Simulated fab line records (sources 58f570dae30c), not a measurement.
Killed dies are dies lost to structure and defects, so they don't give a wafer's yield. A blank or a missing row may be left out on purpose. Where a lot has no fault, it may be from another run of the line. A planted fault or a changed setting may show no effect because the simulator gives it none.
fab line records + flow berkeley_cmos170
record
- lots=15
- wafers=45
- last_day=14
route steps=331 shown ZERO@6
lots that met no fault: from a run of the same line without faults
start_h: the number of hours between the record's first day and the start of the first shown wafer of the lot + wait_h: how many hours have passed since the lot's step before this one + " the same as in the row above + L1.1+2: a row that stands for several wafers + - either no value or no given start + * or withheld: withheld + < > ~ a bound
route shown NAME@n: a module of which the file shows steps, and the number in the route of the first + usual: the fault-free wafers' mean and standard deviation + same: alike in all rows + chamber/n: place in a boat + sites: the reading at each site + _std_site: the values' standard deviation + _edge_site: mean of outer sites minus mean of inner sites + radius_mm: for every site, how far away it sits from the centre of the wafer + mask NAME#n: copy n + behind: tool/chamber where the wafer was last shaped + hold: the reason the lot was held/the length of the hold in hours/how it ended + device: names the non-switching transistor (n, p or np) + end of line: tests of these same wafers at the route's end + a step without rows: its recipe alone + killed: at the first sort, the dies lost to defects and structure; wafer yield is something else + map: a wafer's dies, marking killed ones x, the rest . and places with no die _
set.NAME: the setting the step ran with; set.NAME@STEP: the setting that earlier step ran with + model.NAME: the simulator's own value behind a step, which no gauge read
route steps across a sampled set of lots; one table per step, one row per wafer
## steps
# step UCB170_ZERO_HMDS_00
# recipe
- prime_time_s=60
- prime_temp_c=100
# usual
- prime_temp_c=99.98/0.12
| lot.wafer | tool           | chamber | start_h | wait_h | prime_temp_c |
|-----------|----------------|---------|---------|--------|--------------|
| L895.1    | litho_track-03 | 0       | 26.31   | 0.0    | 99.86        |
| L895.3    | "              | 0       | "       | "      | 99.95        |
| L895.6    | "              | 0       | "       | "      | 99.88        |
| L896.1    | litho_track-04 | 0       | 31.65   | 0.0    | 99.87        |
| L896.4    | "              | 0       | "       | "      | 99.80        |
| L896.5    | "              | 0       | "       | "      | 100.03       |
| L898.1    | litho_track-01 | 0       | 36.35   | 0.1    | 99.91        |
| L898.2    | "              | 0       | "       | "      | 99.94        |
| L898.6    | "              | 0       | "       | "      | 99.88        |
| L899.1    | litho_track-04 | 0       | 49.35   | 0.7    | 99.95        |
| L899.2    | "              | 0       | "       | "      | 99.87        |
| L899.4    | "              | 0       | "       | "      | 99.96        |
| L901.3    | litho_track-03 | 0       | 51.31   | 0.1    | 99.91        |
| L901.4    | "              | 0       | "       | "      | 99.93        |
| L901.6    | "              | 0       | "       | "      | 100.15       |
| L902.1    | litho_track-01 | 0       | 60.03   | 0.0    | 99.94        |
| L902.4    | "              | 0       | "       | "      | 99.88        |
| L902.6    | "              | 0       | "       | "      | 99.86        |
| L903.2    | litho_track-03 | 0       | 66.87   | 0.2    | 99.89        |
| L903.3    | "              | 0       | "       | "      | 100.03       |
| L903.5    | "              | 0       | "       | "      | 100.02       |
| L905.1    | litho_track-01 | 0       | 75.24   | 0.0    | 100.07       |
| L905.4    | "              | 0       | "       | "      | 100.14       |
| L905.6    | "              | 0       | "       | "      | 100.11       |
| L907.1    | litho_track-04 | 0       | 85.57   | 0.0    | 99.99        |
| L907.2    | "              | 0       | "       | "      | 100.03       |
| L907.4    | "              | 0       | "       | "      | 99.92        |
| L908.1    | litho_track-01 | 0       | 90.62   | 0.0    | 99.80        |
| L908.3    | "              | 0       | "       | "      | 99.97        |
| L908.6    | "              | 0       | "       | "      | 99.77        |
| L909.1    | litho_track-01 | 0       | 94.84   | 0.4    | 97.57        |
| L909.4    | "              | 0       | "       | "      | 97.49        |
| L909.6    | "              | 0       | "       | "      | 97.51        |
| L912.2    | litho_track-01 | 0       | 117.29  | 0.4    | 97.61        |
| L912.4    | "              | 0       | "       | "      | 97.37        |
| L912.6    | "              | 0       | "       | "      | 97.38        |
| L914.2    | litho_track-03 | 0       | 117.41  | 0.6    | 100.15       |
| L914.4    | "              | 0       | "       | "      | 100.15       |
| L914.5    | "              | 0       | "       | "      | 100.08       |
| L915.2    | litho_track-04 | 0       | 131.44  | 0.1    | 99.90        |
| L915.5    | "              | 0       | "       | "      | 100.02       |
| L915.6    | "              | 0       | "       | "      | 100.01       |
| L916.2    | litho_track-01 | 0       | 131.51  | 0.2    | 97.72        |
| L916.3    | "              | 0       | "       | "      | 97.62        |
| L916.5    | "              | 0       | "       | "      | 97.68        |
## key
first_sign
- step=UCB170_ZERO_HMDS_00
- reading=prime_temp_c
- direction=down
- sigmas=20
- usual=*
- struck=*
effect none on later readings
met_at UCB170_ZERO_HMDS_00
struck_lots L909,L912,L916
tester_left_out L909,L912,L916
onset_between 90.62 94.84
fault
- kind=process_parameter_drift
- tool=litho_track-01
- chamber=-
- onset_h=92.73
- steps=UCB170_ZERO_HMDS_00
- channel=prime_temp_c
- offset=*
- shape=step
- end_h=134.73
- acts_in=*
- stated=*
# tester_left_out: of these lots the tester's yield and bins aren't shown, on N5 and GAA mostly nor the transistor test; their killed dies are dies lost to structure and defects alone, not to doping, threshold or leakage, so they don't give the yield
